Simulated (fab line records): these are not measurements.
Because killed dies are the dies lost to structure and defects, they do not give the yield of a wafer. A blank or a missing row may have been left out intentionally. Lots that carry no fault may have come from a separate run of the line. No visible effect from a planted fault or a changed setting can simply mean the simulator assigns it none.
2 desks looking at one fault	flow ritCmos	each desk holds nothing but its own numbers, with what lay behind them at the end

## METROLOGY DESK
Means of the sampled wafers that have a number, per lot and without regard to the tool the lot ran on: this is what the gauges read. Marked OUT: a lot whose mean sits more than 4 standard deviations from the usual mean, which makes it out of limits; the brackets give that distance.
Columns: A = NSD_OVL at RIT_NSD_OVL_MEAS_06, usual 0.6 nm; B = PSD_RS at RIT_SDANNEAL_RS_MEAS_04, usual 115.9 ohm/sq; C = M1_BOW at RIT_M1_BOW_MEAS_16, usual 17 um
lot	first seen here	A	B	C
L160	day 2 23:11	-0.1	115.7	13
L161	day 3 06:07	0.2	115.9	14
L162	day 3 09:02	1.5	116.0	14
L164	day 3 20:17	0.3	116.2	21
L165	day 4 00:31	-0.8	116.2	14
L166	day 4 05:22	-0.4	116.2	20
L167	day 4 09:26	2.1	116.2	14
L170	day 5 00:53	1.6	94.0 (-68) OUT	-
L172	day 5 12:06	-0.0	93.7 (-69) OUT	-
L175	day 6 04:47	1.8	115.8	16
L177	day 6 12:54	0.4	116.1	12
L179	day 6 22:14	1.0	115.4	15
L181	day 7 07:38	-0.1	115.8	17
L183	day 7 17:05	0.1	116.2	18
This desk reports L170, L172 out of limits; the earliest was L170 at day 5 03:29 (PSD_RS at RIT_SDANNEAL_RS_MEAS_04). Within limits: L160, L161, L162, L164, L165, L166, L167, L175, L177, L179, L181, L183.

## FOR THE TOOL OWNER'S DESK: rtpAnneal-02
The tool's own readings at RIT_SDANNEAL_RTA_03 (time 5 s): means of the sampled wafers that have a number, for each lot that ran on this tool. Marked OUT: a lot whose mean sits more than 4 standard deviations from the usual mean, which makes it out of limits; the brackets give that distance.
Columns: A = wafer_temp_C_max at RIT_SDANNEAL_RTA_03, usual 1053.5
lot	first seen here	A
L160	day 3 01:43	1053.8
L162	day 3 11:23	1052.4
L164	day 3 22:47	1053.5
L166	day 4 07:45	1053.9
L170	day 5 03:26	1086.1 (+30) OUT
L172	day 5 14:37	1086.4 (+30) OUT
This desk finds L170, L172 out of limits, L170 being first, at day 5 03:26 (wafer_temp_C_max at RIT_SDANNEAL_RTA_03). Within limits: L160, L162, L164, L166.

## TAKEN TOGETHER
The tool owner's desk had the chance to raise an alarm at day 5 03:26 on L170, L172.
An alarm was possible from the metrology desk at day 5 03:29, on L170, L172.
The lots listed all ran RIT_SDANNEAL_RTA_03 on rtpAnneal-02.

## WHAT THE SIMULATOR HAD PUT IN
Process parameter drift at RIT_SDANNEAL_RTA_03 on rtpAnneal-02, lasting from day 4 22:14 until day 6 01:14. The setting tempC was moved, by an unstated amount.
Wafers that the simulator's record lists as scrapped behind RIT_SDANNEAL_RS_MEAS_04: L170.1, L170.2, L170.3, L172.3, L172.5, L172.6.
Lots struck among those shown: L170, L172.
Delay (hours) between the fault's onset and each desk's first out-of-limits reading: 5 at the tool owner's desk, 5 at the metrology desk.
